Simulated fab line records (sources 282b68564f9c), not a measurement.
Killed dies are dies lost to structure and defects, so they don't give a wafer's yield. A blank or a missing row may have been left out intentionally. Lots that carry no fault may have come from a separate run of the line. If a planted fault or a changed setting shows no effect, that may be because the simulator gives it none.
fab line records	flow rit_cmos
record lots=6	wafers=18	last_day=7
route steps=202 shown SILICIDE@167 CONTACT@168 M1@202
lots that met no fault: from a run of the same line without faults
start_h: start of the lot's first displayed wafer, in hours after the record's first day	wait_h: how many hours have passed since the lot's step before this one	" the same as in the row above	L1.1+2: several wafers, shown together as one row	- value missing, or start not given	* or withheld: withheld	< > ~ a bound
route shown NAME@n: NAME is a module with steps in the file, n the number in the route of the first one	usual: the fault-free wafers' mean and standard deviation	same: alike in all rows	chamber/n: place in a boat	sites: the reading at each site	_std_site: standard deviation of those values	_edge_site: mean of outer sites minus mean of inner sites	radius_mm: for every site, how far away it sits from the centre of the wafer	mask NAME#n: copy n	behind: the tool/chamber that last shaped the wafer	hold: what put the lot on hold/how long, in hours/how the hold closed	device: whichever transistor did not switch (one of n, p or np)	end of line: the tests these same wafers got at the end of their route	step lacking rows: just its recipe	killed: not the wafer's yield, but the dies lost to structure and defects at the first sort	map: a wafer's dies, marking killed ones x, the rest . and places with no die _
set.NAME: the run value of the setting; set.NAME@STEP: its run value at that earlier step	model.NAME: the simulator's own value behind a step, which no gauge read
lots at selected steps of the route; one table per step, one row per wafer
services: from which hour (start_h, from the record's first day; less than 0 if before it) a tool's chamber was out of use, for how many hours, and why
## steps
# step RIT_SILICIDE_RTA_06
# recipe temp_c=750	time_s=10	idle_temp_c=25	ramp_up_s=5	ramp_down_s=10	cool_to_c=25	ambient=N2
# usual wafer_temp_C_max=755.9/1
lot.wafer	tool	chamber	start_h	wait_h	wafer_temp_C_max
L309.1	rtp_anneal-02	0	49.59	0.0	756.4
L309.3	"	0	"	"	754.9
L309.6	"	0	"	"	757.4
L313.2	rtp_anneal-02	0	69.98	0.0	755.8
L313.3	"	0	"	"	755.9
L313.4	"	0	"	"	754.9
L315.4	rtp_anneal-02	0	81.17	0.0	755.9
L315.5	"	0	"	"	756.4
L315.6	"	0	"	"	758.5
L326.1	rtp_anneal-01	0	141.58	0.0	755.1
L326.2	"	0	"	"	757.0
L326.6	"	0	"	"	756.8
L328.2	rtp_anneal-01	0	156.07	0.0	756.7
L328.4	"	0	"	"	757.5
L328.6	"	0	"	"	754.9
L330.3	rtp_anneal-01	0	162.85	0.0	755.6
L330.5	"	0	"	"	756.2
L330.6	"	0	"	"	756.6
# step RIT_CONTACT_CVD_00
# recipe material=SiO2	target_thk_nm=400	precursor=TEOS	temp_c=390	time_s=61	rf_w=400
# usual heater_power_w=333/55
lot.wafer	tool	chamber	start_h	wait_h	heater_power_w
L309.1	pecvd-02	0	49.65	0.1	269
L309.3	"	1	"	"	316
L309.6	"	0	"	"	287
L313.2	pecvd-01	2	70.03	0.0	257
L313.3	"	1	"	"	465
L313.4	"	2	"	"	288
L315.4	pecvd-02	1	81.23	0.0	379
L315.5	"	2	"	"	303
L315.6	"	0	"	"	231
L326.1	pecvd-04	1	141.64	0.1	344
L326.2	"	0	"	"	291
L326.6	"	2	"	"	308
L328.2	pecvd-01	2	156.13	0.0	338
L328.4	"	2	"	"	339
L328.6	"	0	"	"	355
L330.3	pecvd-02	1	162.90	0.0	327
L330.5	"	2	"	"	270
L330.6	"	0	"	"	310
# step RIT_CONTACT_THK_MEAS_01
# recipe reads=SiO2_of_CONTACT_CVD_00
# usual CONTACT_TEOS_THK=399/4.8
lot.wafer	tool	chamber	start_h	wait_h	CONTACT_TEOS_THK[nm]
L309.1	film_metro-03	-	49.70	0.0	401
L309.3	"	-	"	"	398
L309.6	"	-	"	"	400
L313.2	film_metro-03	-	70.09	0.0	394
L313.3	"	-	"	"	397
L313.4	"	-	"	"	406
L315.4	film_metro-03	-	81.28	0.0	395
L315.5	"	-	"	"	402
L315.6	"	-	"	"	397
L326.1	film_metro-04	-	141.69	0.0	393
L326.2	"	-	"	"	397
L326.6	"	-	"	"	402
L328.2	film_metro-01	-	156.19	0.0	392
L328.4	"	-	"	"	402
L328.6	"	-	"	"	401
L330.3	film_metro-03	-	162.97	0.0	399
L330.5	"	-	"	"	405
L330.6	"	-	"	"	405
# step RIT_CONTACT_HMDS_02
# recipe prime_time_s=60	prime_temp_c=140
# step RIT_CONTACT_COAT_03
# recipe resist=NOVOLAK	spin_rpm=3250	resist_thk_nm=1000
# step RIT_CONTACT_SOFTBAKE_04
# recipe resist=NOVOLAK	temp_c=90	time_s=60
# step RIT_CONTACT_EXPOSE_05
# recipe mask_id=M11	na=0.6	source_shape=conventional	sigma_outer=0.5	target_cd_nm=1000	dose_mj=250
# step RIT_CONTACT_PEB_06
# recipe resist=NOVOLAK	temp_c=withheld	time_s=withheld
# step RIT_CONTACT_DEVELOP_07
# recipe resist=NOVOLAK	develop_time_s=120	dev_temp_c=23
# step RIT_CONTACT_CD_MEAS_08
# recipe target_cd_nm=1000
# usual cd_nm=1000.1/2.6
lot.wafer	tool	chamber	start_h	wait_h	cd_nm
L309.1	cd_sem-01	-	50.86	-	999.4
L309.3	"	-	"	"	999.5
L309.6	"	-	"	"	1001.9
L313.2	cd_sem-02	-	71.13	-	1000.3
L313.3	"	-	"	"	1003.6
L313.4	"	-	"	"	999.8
L315.4	cd_sem-02	-	82.46	-	1003.7
L315.5	"	-	"	"	1002.7
L315.6	"	-	"	"	999.9
L326.1	cd_sem-02	-	142.72	-	994.8
L326.2	"	-	"	"	994.4
L326.6	"	-	"	"	994.0
L328.2	cd_sem-02	-	157.35	-	999.6
L328.4	"	-	"	"	1001.3
L328.6	"	-	"	"	1002.5
L330.3	cd_sem-02	-	164.01	-	1003.4
L330.5	"	-	"	"	1002.6
L330.6	"	-	"	"	1001.4
# step RIT_CONTACT_OVL_MEAS_09
# usual CONTACT_OVL=-0.4/1.3
lot.wafer	tool	chamber	start_h	wait_h	CONTACT_OVL[nm]
L309.1	overlay-02	-	50.98	0.1	0.1
L309.3	"	-	"	"	-0.7
L309.6	"	-	"	"	0.3
L313.2	overlay-01	-	71.24	0.1	0.5
L313.3	"	-	"	"	0.9
L313.4	"	-	"	"	-0.8
L315.4	overlay-02	-	82.54	0.1	0.4
L315.5	"	-	"	"	0.3
L315.6	"	-	"	"	-0.7
L326.1	overlay-02	-	142.84	0.1	-2.2
L326.2	"	-	"	"	0.2
L326.6	"	-	"	"	-0.8
L328.2	overlay-01	-	157.45	0.1	2.0
L328.4	"	-	"	"	0.6
L328.6	"	-	"	"	0.9
L330.3	overlay-01	-	164.11	0.1	0.6
L330.5	"	-	"	"	0.4
L330.6	"	-	"	"	-0.7
# step RIT_CONTACT_HARDBAKE_10
# recipe resist=NOVOLAK	temp_c=140	time_s=60
# step RIT_CONTACT_ETCH_11
# recipe target_depth_a=4800	over_etch_frac=0.2	stop_on=TiSi2	chemistry=CHF3/CF4/Ar	target=SiO2	CHF3_flow_sccm=50	cf4_flow_sccm=10	Ar_flow_sccm=100	O2_flow_sccm=5	pressure_mtorr=100	rf_w=200	time_s=320
# usual drypump_motor_current_A=5.6/0.47	oes_product_au=0.987/0.013	rf_fwd_power_W=199.5/0.65	throttle_valve_pct=8.87/0.14
lot.wafer	tool	chamber	start_h	wait_h	drypump_motor_current_A	oes_product_au	rf_fwd_power_W	rf_hours_counter_h	throttle_valve_pct	model.NOVOLAK_of_CONTACT_COAT_03.thk_nm
L309.1	rie_diel-03	1	51.31	0.1	6.6	0.978	200.6	4	8.72	766.6
L309.3	"	0	"	"	6.2	0.992	199.7	6	8.84	769.1
L309.6	"	2	"	"	5.8	0.987	198.7	-	8.74	768.2
L313.2	rie_diel-04	2	71.44	0.1	5.2	0.998	167.0	67	8.94	777.1
L313.3	"	1	"	"	5.8	0.993	168.7	21	9.06	775.5
L313.4	"	3	"	"	5.1	0.992	167.2	146	8.73	777.7
L315.4	rie_diel-04	1	82.71	0.1	5.8	0.995	167.2	21	9.07	779.3
L315.5	"	1	"	"	5.8	1.004	167.9	-	9.08	778.2
L315.6	"	0	"	"	5.5	0.989	166.7	-	9.13	779.7
L326.1	rie_diel-02	3	143.03	0.1	5.3	0.971	199.3	19	8.86	766.5
L326.2	"	1	"	"	4.9	1.007	199.4	75	8.81	770.4
L326.6	"	0	"	"	5.4	0.960	199.0	-	8.67	771.1
L328.2	rie_diel-04	3	157.63	0.1	5.1	0.985	199.3	148	8.73	766.9
L328.4	"	1	"	"	5.8	1.004	199.6	22	9.07	766.8
L328.6	"	3	"	"	5.1	0.986	200.1	-	8.76	763.8
L330.3	rie_diel-03	1	164.28	0.1	6.6	0.981	200.2	6	8.71	769.2
L330.5	"	0	"	"	6.2	0.988	199.9	-	8.82	764.9
L330.6	"	1	"	"	6.7	0.976	198.8	-	8.70	765.5
# step RIT_CONTACT_STRIP_12
# recipe chemistry=O2	time_s=180	resist=NOVOLAK	platen_temp_c=withheld	power_w=500	pressure_mtorr=4000	o2_flow_sccm=4000
# usual drypump_motor_current_A=5.6/0.34
lot.wafer	tool	chamber	start_h	wait_h	drypump_motor_current_A	rf_hours_counter_h
L309.1	plasma_asher-02	1	51.50	0.1	5.1	42
L309.3	"	1	"	"	5.1	-
L309.6	"	1	"	"	5.1	-
L313.2	plasma_asher-02	0	71.64	0.1	5.5	44
L313.3	"	0	"	"	5.5	-
L313.4	"	1	"	"	5.1	-
L315.4	plasma_asher-01	0	82.96	0.2	5.5	-
L315.5	"	0	"	"	5.5	-
L315.6	"	1	"	"	5.5	-
L326.1	plasma_asher-02	1	143.22	0.1	5.1	51
L326.2	"	0	"	"	5.5	51
L326.6	"	1	"	"	5.1	-
L328.2	plasma_asher-01	1	157.83	0.1	5.5	4
L328.4	"	0	"	"	5.5	-
L328.6	"	0	"	"	5.5	-
L330.3	plasma_asher-01	0	164.53	0.2	5.5	-
L330.5	"	1	"	"	5.4	-
L330.6	"	0	"	"	5.5	-
# step RIT_M1_PROBE_99
# usual killed_at_contacts=0.1/0.31	killed_at_front_end=7.1/2.8	killed_dies=7.2/2.8	killed_open=3.5/2	killed_short=3.7/1.9
# same gross_dies=264	killed_at_M0_to_M3=0	killed_at_M4_up=0	killed_at_back_side=0	killed_at_other=0
lot.wafer	tool	chamber	start_h	wait_h	killed_at_contacts	killed_at_front_end	killed_dies	killed_open	killed_short	model.etest.antenna_contact.vt_shift_v
L309.1	prober-01	-	56.28	0.1	0	15	15	8	7	-0.01188
L309.3	prober-01	-	56.38	0.2	0	6	6	4	2	-0.01249
L309.6	prober-01	-	56.53	0.2	0	5	5	0	5	-0.01113
L313.2	prober-01	-	76.54	0.1	0	8	8	3	5	-0.00882
L313.3	prober-01	-	76.59	0.2	0	8	8	6	2	-0.004328
L313.4	prober-01	-	76.64	0.2	0	8	8	4	4	-0.003531
L315.4	prober-01	-	88.82	0.2	0	6	6	4	2	-0.0005745
L315.5	prober-01	-	88.87	0.2	0	6	6	4	2	-0.0007418
L315.6	prober-01	-	88.92	0.2	1	5	6	4	2	-0.0001027
L326.1	prober-02	-	149.00	0.1	1	3	4	4	0	-0.01093
L326.2	prober-02	-	149.05	0.1	0	6	6	5	1	-0.01377
L326.6	prober-02	-	149.25	0.2	0	6	6	0	6	-0.0101
L328.2	prober-02	-	163.72	0.1	0	8	8	4	4	-0.008827
L328.4	prober-02	-	163.82	0.2	0	5	5	3	2	-0.0138
L328.6	prober-02	-	163.92	0.2	0	12	12	6	6	-0.01348
L330.3	prober-02	-	170.09	0.2	1	9	10	4	6	-0.01439
L330.5	prober-02	-	170.19	0.2	0	9	9	4	5	-0.007848
L330.6	prober-02	-	170.24	0.2	0	10	10	7	3	-0.01134
# killed by level:class
L309.1 SILICIDE:geometric_particle:open=4 GATE:geometric_particle:short=3 GATE:geometric_particle:open=2 SILICIDE:geometric_particle:short=2 FOX1:geometric_particle:short=1 REOX:geometric_particle:open=1 SPACER:geometric_particle:short=1 SPACER:geometric_particle:open=1
L309.3 FOX1:geometric_particle:short=2 SPACER:geometric_particle:open=2 FOX1:geometric_particle:open=1 GATE:geometric_particle:open=1
L309.6 SPACER:geometric_particle:short=3 FOX2:geometric_particle:short=1 SILICIDE:geometric_particle:short=1
L313.2 FOX2:geometric_particle:open=2 GATE:geometric_particle:short=2 REOX:geometric_particle:short=2 FOX2:geometric_particle:short=1 SPACER:geometric_particle:open=1
L313.3 FOX1:geometric_particle:open=2 GATE:geometric_particle:open=2 FOX1:geometric_particle:short=1 FOX2:geometric_particle:short=1 SPACER:geometric_particle:open=1 SILICIDE:geometric_particle:open=1
L313.4 FOX1:geometric_particle:open=2 FOX1:geometric_particle:short=2 GATE:geometric_particle:short=1 REOX:geometric_particle:open=1 SPACER:geometric_particle:open=1 SILICIDE:geometric_particle:short=1
L315.4 GATE:geometric_particle:open=2 FOX1:geometric_particle:short=1 SPACER:geometric_particle:open=1 SILICIDE:geometric_particle:short=1 SILICIDE:geometric_particle:open=1
L315.5 GATE:geometric_particle:open=4 GATE:geometric_particle:short=2
L315.6 GATE:geometric_particle:open=3 FOX1:geometric_particle:open=1 SILICIDE:geometric_particle:short=1 CONTACT:geometric_particle:short=1
L326.1 GATE:geometric_particle:open=3 CONTACT:geometric_particle:open=1
L326.2 SPACER:geometric_particle:open=2 FOX1:geometric_particle:open=1 FOX2:geometric_particle:open=1 GATE:geometric_particle:short=1 REOX:geometric_particle:open=1
L326.6 FOX1:geometric_particle:short=2 SPACER:geometric_particle:short=2 GATE:geometric_particle:short=1 REOX:geometric_particle:short=1
L328.2 SPACER:geometric_particle:short=3 GATE:geometric_particle:open=2 FOX2:geometric_particle:short=1 REOX:geometric_particle:open=1 SPACER:geometric_particle:open=1
L328.4 FOX1:geometric_particle:short=1 FOX2:geometric_particle:open=1 GATE:geometric_particle:open=1 REOX:geometric_particle:short=1 SPACER:geometric_particle:open=1
L328.6 FOX2:geometric_particle:short=2 GATE:geometric_particle:open=2 GATE:geometric_particle:short=2 REOX:geometric_particle:open=2 SPACER:geometric_particle:short=2 SPACER:geometric_particle:open=2
L330.3 GATE:geometric_particle:open=4 SILICIDE:geometric_particle:short=2 FOX1:geometric_particle:short=1 GATE:geometric_particle:short=1 REOX:geometric_particle:short=1 CONTACT:geometric_particle:short=1
L330.5 FOX2:geometric_particle:short=2 GATE:geometric_particle:short=2 FOX2:geometric_particle:open=1 GATE:geometric_particle:open=1 REOX:geometric_particle:open=1 SPACER:geometric_particle:short=1 SPACER:geometric_particle:open=1
L330.6 SILICIDE:geometric_particle:open=5 GATE:geometric_particle:short=2 FOX2:geometric_particle:short=1 GATE:geometric_particle:open=1 SPACER:geometric_particle:open=1
## services
tool	chamber	start_h	hours	kind
rie_diel-03	-	59.64	14.6	pm
pecvd-04	-	71.04	1.2	repair
rie_diel-04	-	81.79	0.2	repair
plasma_asher-01	-	87.05	0.5	repair
rie_diel-03	0	90.94	21.9	repair
rie_diel-03	1	100.13	4.4	repair
rie_diel-02	3	105.79	8.8	repair
plasma_asher-01	-	108.75	9.0	pm
plasma_asher-01	0	108.75	9.0	vent_cycle
plasma_asher-01	1	108.75	9.0	vent_cycle
rie_diel-03	2	109.74	5.4	repair
pecvd-01	-	111.68	5.2	repair
rie_diel-03	0	113.59	2.4	repair
plasma_asher-01	0	117.75	-	clean
plasma_asher-01	1	117.75	-	clean
plasma_asher-02	-	119.68	1.4	repair
pecvd-01	-	127.27	2.8	pm
pecvd-01	1	140.10	4.4	repair
rie_diel-02	-	156.58	0.1	repair
rie_diel-04	3	160.90	-	clean
plasma_asher-02	-	162.83	0.7	repair
## key
first_sign step=RIT_CONTACT_ETCH_11	reading=rf_fwd_power_W	direction=down	sigmas=49	usual=199.5	struck=167.4
effect none on later readings
model_effect step=RIT_CONTACT_ETCH_11	value=NOVOLAK_of_CONTACT_COAT_03.thk_nm	without=768.3	struck=777.9
model_effect step=RIT_M1_PROBE_99	value=etest.antenna_contact.vt_shift_v	without=-0.009709	struck=-0.003016
met_at RIT_CONTACT_ETCH_11
struck_wafers L313.2,L313.3,L313.4,L315.4,L315.5,L315.6
tester_left_out L313,L315
fault kind=process_parameter_drift	tool=rie_diel-04	chamber=-	onset_h=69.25	steps=RIT_CONTACT_ETCH_11	channel=rf_w	offset=-32	shape=step	end_h=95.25	acts_in=these_recipes_only	stated=200
# tester_left_out: of these lots the tester's yield and bins aren't shown, on N5 and GAA mostly nor the transistor test; their killed dies are dies lost to structure and defects alone, not to doping, threshold or leakage, so they don't give the yield
